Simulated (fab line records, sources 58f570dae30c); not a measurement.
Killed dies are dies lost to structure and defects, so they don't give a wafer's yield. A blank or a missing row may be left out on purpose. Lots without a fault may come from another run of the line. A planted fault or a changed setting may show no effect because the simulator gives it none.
fab line records | flow berkeley_cmos170
record lots=14 wafers=42 last_day=12
route steps=331 shown NWELL@26 WELLDRIVE@56 ACTIVE@74
lots that met no fault: from a run of the same line without faults
start_h: hours from the record's first day to the start of the lot's first wafer shown | wait_h: hours since the lot's step before | " the same as in the row above | L1.1+2: a row that stands for several wafers | - no value, or no start given | * or withheld: withheld | < > ~ a bound
route shown NAME@n: a module of which the file shows steps, and the number in the route of the first | usual: mean/standard deviation of fault-free wafers | same: alike in all rows | chamber/n: place in a boat | sites: the reading at each site | _std_site: their standard deviation | _edge_site: outer sites' mean less inner sites' | radius_mm: how far each site lies from the wafer's centre | mask NAME#n: copy n | behind: the tool/chamber that last shaped the wafer | hold: why the lot was held/for how many hours/how that ended | device: the transistor (n, p or np) that didn't switch | end of line: the same wafers' tests at the end of the route | a step without rows: its recipe alone | killed: dies lost to structure and defects at the first sort, not the wafer's yield | map: a wafer's dies, x killed, . not, _ none there
set.NAME: the setting as run; set.NAME@STEP: as run at that earlier step | model.NAME: the simulator's own value behind a step, which no gauge read
steps of the route over a sample of lots; a table a step, a row a wafer
services: from which hour (start_h, from the record's first day; less than 0 if before it) a tool's chamber was out of use, for how many hours, and why
## steps
# step UCB170_NWELL_OVL_MEAS_12
# usual NWELL_OVL=4/4.7
# columns lot.wafer tool chamber start_h wait_h NWELL_OVL[nm]
L249.1 overlay-01 - 31.01 - 5
L249.2 " - " " 3
L249.3 " - " " -2
L250.2 overlay-02 - 41.44 - 1
L250.4 " - " " 1
L250.6 " - " " 4
L255.4 overlay-02 - 57.32 - 4
L255.5 " - " " 3
L255.6 " - " " 5
L257.1 overlay-01 - 70.05 - 6
L257.2 " - " " 6
L257.3 " - " " 0
L258.4 overlay-02 - 73.09 - 10
L258.5 " - " " 3
L258.6 " - " " 16
L260.2 overlay-02 - 85.19 - 10
L260.5 " - " " 14
L260.6 " - " " 9
L261.2 overlay-01 - 85.29 - 6
L261.3 " - " " -3
L261.4 " - " " 10
L263.1 overlay-01 - 103.25 - 1
L263.2 " - " " 2
L263.6 " - " " -3
L264.1 overlay-01 - 108.04 - 0
L264.2 " - " " -8
L264.5 " - " " 6
L266.1 overlay-02 - 112.45 - -1
L266.3 " - " " 7
L266.4 " - " " 4
L267.1 overlay-02 - 116.78 - 10
L267.3 " - " " 3
L267.6 " - " " 1
L270.1 overlay-01 - 134.49 - 4
L270.4 " - " " 9
L270.6 " - " " 12
L271.2 overlay-02 - 143.02 - 0
L271.3 " - " " -1
L271.4 " - " " -3
L272.4 overlay-02 - 150.13 - 3
L272.5 " - " " 5
L272.6 " - " " 6
# step UCB170_WELLDRIVE_OXIDATION_01
# recipe temp_c=1100 ambient=O2 target_thk_a=1990 ox_time_s=9000
# usual spike_tc_centre_C=1102.1/1.3 spike_tc_load_C=1130.2/3 spike_tc_source_C=1125.4/1.1
# columns lot.wafer tool chamber start_h wait_h spike_tc_centre_C spike_tc_load_C spike_tc_source_C
L249.1 furnace-02 0 58.20 0.0 1099.6 1128.6 1125.5
L249.2 " 0 " " 1100.1 1128.1 1124.9
L249.3 " 0 " " 1102.8 1129.1 1126.3
L250.2 furnace-04 0 68.26 3.7 1102.5 1136.8 1125.1
L250.4 " 0 " " 1102.5 1132.7 1125.0
L250.6 " 0 " " 1102.2 1133.8 1125.9
L255.4 furnace-02 0 80.04 0.6 1100.8 1126.0 1125.9
L255.5 " 0 " " 1099.8 1128.6 1127.4
L255.6 " 0 " " 1102.9 1126.4 1124.8
L257.1 furnace-04 0 98.30 1.3 1103.5 1133.1 1123.5
L257.2 " 0 " " 1103.2 1131.2 1126.0
L257.3 " 0 " " 1103.2 1133.0 1124.5
L258.4 furnace-04 0 98.30 1.3 1102.6 1132.7 1123.8
L258.5 " 0 " " 1102.4 1133.6 1125.6
L258.6 " 0 " " 1102.7 1134.8 1125.9
L260.2 furnace-02 0 110.17 1.8 1101.4 1130.2 1126.0
L260.5 " 0 " " 1100.6 1129.0 1126.8
L260.6 " 0 " " 1100.4 1127.6 1123.6
L261.2 furnace-02 0 110.17 1.7 1101.8 1128.4 1123.1
L261.3 " 0 " " 1099.7 1129.0 1124.7
L261.4 " 0 " " 1101.9 1129.5 1124.6
L263.1 furnace-02 0 128.77 1.8 1087.5 1111.2 1109.6
L263.2 " 0 " " 1086.3 1111.6 1108.9
L263.6 " 0 " " 1084.9 1111.0 1105.7
L264.1 furnace-02 0 128.77 1.5 1085.6 1111.0 1109.4
L264.2 " 0 " " 1084.0 1112.2 1110.3
L264.5 " 0 " " 1084.5 1113.1 1110.5
L266.1 furnace-04 0 140.46 5.4 1102.7 1133.4 1122.5
L266.3 " 0 " " 1103.8 1133.7 1124.1
L266.4 " 0 " " 1104.1 1133.5 1127.9
L267.1 furnace-04 0 140.46 3.9 1103.6 1133.2 1126.2
L267.3 " 0 " " 1102.2 1133.7 1125.4
L267.6 " 0 " " 1103.6 1134.5 1126.5
L270.1 furnace-04 0 162.85 3.8 1103.2 1133.7 1124.2
L270.4 " 0 " " 1102.8 1132.3 1124.6
L270.6 " 0 " " 1103.2 1134.5 1126.6
L271.2 furnace-04 0 171.70 2.7 1103.6 1133.8 1125.6
L271.3 " 0 " " 1103.6 1133.0 1125.3
L271.4 " 0 " " 1103.3 1133.8 1125.0
L272.4 furnace-03 0 176.21 2.9 1101.7 1128.3 1125.7
L272.5 " 0 " " 1101.0 1127.9 1125.8
L272.6 " 0 " " 1102.3 1128.4 1127.0
# step UCB170_WELLDRIVE_THK_MEAS_02
# recipe reads=SiO2_of_WELLDRIVE_OXIDATION_01
# usual WELLDRIVE_OXIDE_THK=199/3.4
# columns lot.wafer tool chamber start_h wait_h WELLDRIVE_OXIDE_THK[nm]
L249.1 film_metro-04 - 61.70 0.0 198
L249.2 " - " " 199
L249.3 " - " " 200
L250.2 film_metro-03 - 71.77 0.0 201
L250.4 " - " " 201
L250.6 " - " " 203
L255.4 film_metro-04 - 83.57 0.0 204
L255.5 " - " " 202
L255.6 " - " " 202
L257.1 film_metro-02 - 101.80 0.0 198
L257.2 " - " " 198
L257.3 " - " " 199
L258.4 film_metro-04 - 101.83 0.0 198
L258.5 " - " " 194
L258.6 " - " " 196
L260.2 film_metro-04 - 113.68 0.0 196
L260.5 " - " " 197
L260.6 " - " " 201
L261.2 film_metro-02 - 113.68 0.0 196
L261.3 " - " " 195
L261.4 " - " " 195
L263.1 film_metro-03 - 132.27 0.0 180
L263.2 " - " " 181
L263.6 " - " " 184
L264.1 film_metro-04 - 132.27 0.0 178
L264.2 " - " " 183
L264.5 " - " " 181
L266.1 film_metro-03 - 143.96 0.0 197
L266.3 " - " " 196
L266.4 " - " " 196
L267.1 film_metro-04 - 143.96 0.0 197
L267.3 " - " " 196
L267.6 " - " " 194
L270.1 film_metro-04 - 166.35 0.0 197
L270.4 " - " " 196
L270.6 " - " " 197
L271.2 film_metro-04 - 175.21 0.0 195
L271.3 " - " " 194
L271.4 " - " " 192
L272.4 film_metro-03 - 179.74 0.0 196
L272.5 " - " " 195
L272.6 " - " " 198
# step UCB170_ACTIVE_OVL_MEAS_14
# usual ACTIVE_OVL=-1/5.2
# columns lot.wafer tool chamber start_h wait_h ACTIVE_OVL[nm]
L249.1 overlay-01 - 76.89 0.1 5
L249.2 " - " " -8
L249.3 " - " " 2
L250.2 overlay-01 - 88.48 0.1 -2
L250.4 " - " " -3
L250.6 " - " " -5
L255.4 overlay-01 - 99.65 0.1 -5
L255.5 " - " " 3
L255.6 " - " " -2
L258.4 overlay-01 - 117.22 0.1 -2
L258.5 " - " " -2
L258.6 " - " " -8
L257.1 overlay-01 - 117.59 0.1 0
L257.2 " - " " -6
L257.3 " - " " 1
L261.2 overlay-02 - 129.46 0.1 1
L261.3 " - " " 6
L261.4 " - " " 0
L260.2 overlay-01 - 129.73 0.1 1
L260.5 " - " " -7
L260.6 " - " " -6
L263.1 overlay-01 - 153.79 0.1 -5
L263.2 " - " " 6
L263.6 " - " " 6
L264.1 overlay-01 - 154.28 0.1 -10
L264.2 " - " " -5
L264.5 " - " " -11
L266.1 overlay-01 - 160.56 0.1 -13
L266.3 " - " " -5
L266.4 " - " " -2
L267.1 overlay-02 - 160.80 0.1 8
L267.3 " - " " 3
L267.6 " - " " 8
L270.1 overlay-01 - 184.14 0.1 -7
L270.4 " - " " -2
L270.6 " - " " 1
L271.2 overlay-02 - 189.69 0.1 1
L271.3 " - " " 0
L271.4 " - " " 7
L272.4 overlay-02 - 195.86 0.1 -5
L272.5 " - " " 4
L272.6 " - " " 6
# step UCB170_ACTIVE_STRIP_16
# recipe chemistry=O2 power_w=400 pressure_mtorr=3500 platen_temp_c=withheld o2_flow_sccm=400 overash_fraction=0.5
# usual drypump_motor_current_A=5.3/0.34 oes_product_au=0.721/0.0048 strip_time_to_endpoint_s=18.09/0.088
# columns lot.wafer tool chamber start_h wait_h drypump_motor_current_A oes_product_au rf_hours_counter_h strip_time_to_endpoint_s
L249.1 plasma_asher-04 1 77.03 0.1 5.5 0.733 30 18.12
L249.2 " 0 " " 4.7 0.722 30 18.07
L249.3 " 1 " " 5.5 0.716 - 17.96
L250.2 plasma_asher-04 0 88.61 0.1 4.7 0.720 31 18.13
L250.4 " 1 " " 5.5 0.721 - 18.22
L250.6 " 1 " " 5.5 0.725 - 18.18
L255.4 plasma_asher-03 0 99.80 0.1 5.4 0.719 - 18.12
L255.5 " 1 " " 5.3 0.721 - 18.09
L255.6 " 0 " " 5.4 0.725 - 18.21
L258.4 plasma_asher-04 0 117.37 0.1 4.7 0.727 - 18.17
L258.5 " 1 " " 5.5 0.711 - 18.08
L258.6 " 0 " " 4.7 0.717 - 18.15
L257.1 plasma_asher-03 0 117.73 0.1 5.4 0.717 41 17.94
L257.2 " 1 " " 5.3 0.715 41 18.18
L257.3 " 1 " " 5.3 0.722 - 18.05
L261.2 plasma_asher-03 0 129.59 0.1 5.4 0.718 43 18.10
L261.3 " 0 " " 5.4 0.726 - 18.13
L261.4 " 1 " " 5.3 0.718 - 18.03
L260.2 plasma_asher-01 0 129.86 0.1 5.3 0.723 2 18.20
L260.5 " 0 " " 5.3 0.723 - 18.10
L260.6 " 1 " " 5.9 0.725 - 18.18
L263.1 plasma_asher-01 1 153.93 0.1 5.9 0.721 4 18.14
L263.2 " 0 " " 5.3 0.725 4 18.23
L263.6 " 1 " " 5.9 0.710 - 18.08
L264.1 plasma_asher-01 1 154.41 0.1 5.9 0.719 4 18.00
L264.2 " 0 " " 5.2 0.724 4 18.08
L264.5 " 0 " " 5.2 0.715 - 18.12
L266.1 plasma_asher-01 0 160.70 0.1 5.3 0.722 5 18.18
L266.3 " 1 " " 5.9 0.729 - 18.03
L266.4 " 0 " " 5.2 0.721 - 18.06
L267.1 plasma_asher-03 0 160.94 0.1 5.4 0.716 46 18.05
L267.3 " 1 " " 5.3 0.722 - 17.94
L267.6 " 0 " " 5.4 0.714 - 18.13
L270.1 plasma_asher-01 1 184.28 0.1 5.9 0.724 7 18.05
L270.4 " 0 " " 5.3 0.720 - 18.20
L270.6 " 1 " " 5.9 0.721 - 18.11
L271.2 plasma_asher-04 0 189.82 0.1 4.7 0.717 43 18.15
L271.3 " 0 " " 4.7 0.719 - 18.19
L271.4 " 1 " " 5.5 0.718 - 18.05
L272.4 plasma_asher-03 1 196.01 0.0 5.3 0.712 - 18.11
L272.5 " 0 " " 5.4 0.726 - 18.20
L272.6 " 1 " " 5.3 0.716 - 18.08
## services
# columns tool chamber start_h hours kind
plasma_asher-01 - 38.86 3.4 pm
furnace-02 - 61.70 3.3 pm
furnace-04 - 75.84 3.6 pm
plasma_asher-01 - 108.81 9.0 pm
plasma_asher-01 0 108.81 9.0 vent_cycle
plasma_asher-01 1 108.81 9.0 vent_cycle
plasma_asher-01 0 117.81 - clean
plasma_asher-01 1 117.81 - clean
plasma_asher-01 - 169.14 2.3 repair
furnace-04 - 185.28 3.5 pm
furnace-03 - 195.06 3.7 pm
## key
first_sign step=UCB170_WELLDRIVE_OXIDATION_01 reading=spike_tc_source_C direction=down sigmas=15 usual=1125.4 struck=1109.1
effect step=UCB170_WELLDRIVE_OXIDATION_01 reading=spike_tc_centre_C direction=down sigmas=13 usual=1102.1 struck=1085.5
effect step=UCB170_WELLDRIVE_THK_MEAS_02 reading=WELLDRIVE_OXIDE_THK direction=down sigmas=5.3 usual=199 struck=181
met_at UCB170_WELLDRIVE_OXIDATION_01
struck_lots L263,L264
rows_end L263.1,L263.2,L263.6,L264.1,L264.2,L264.5
not_acting_at UCB170_NWELL_OVL_MEAS_12,UCB170_ACTIVE_OVL_MEAS_14,UCB170_ACTIVE_STRIP_16
onset_between 110.17 128.77
fault kind=process_parameter_drift tool=furnace-02 chamber=- onset_h=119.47 steps=UCB170_WELLDRIVE_OXIDATION_01 channel=temp_c offset=* shape=step end_h=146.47 acts_in=* stated=*
# rows_end: these wafers met a further fault down the route, and their rows from its step on are left out
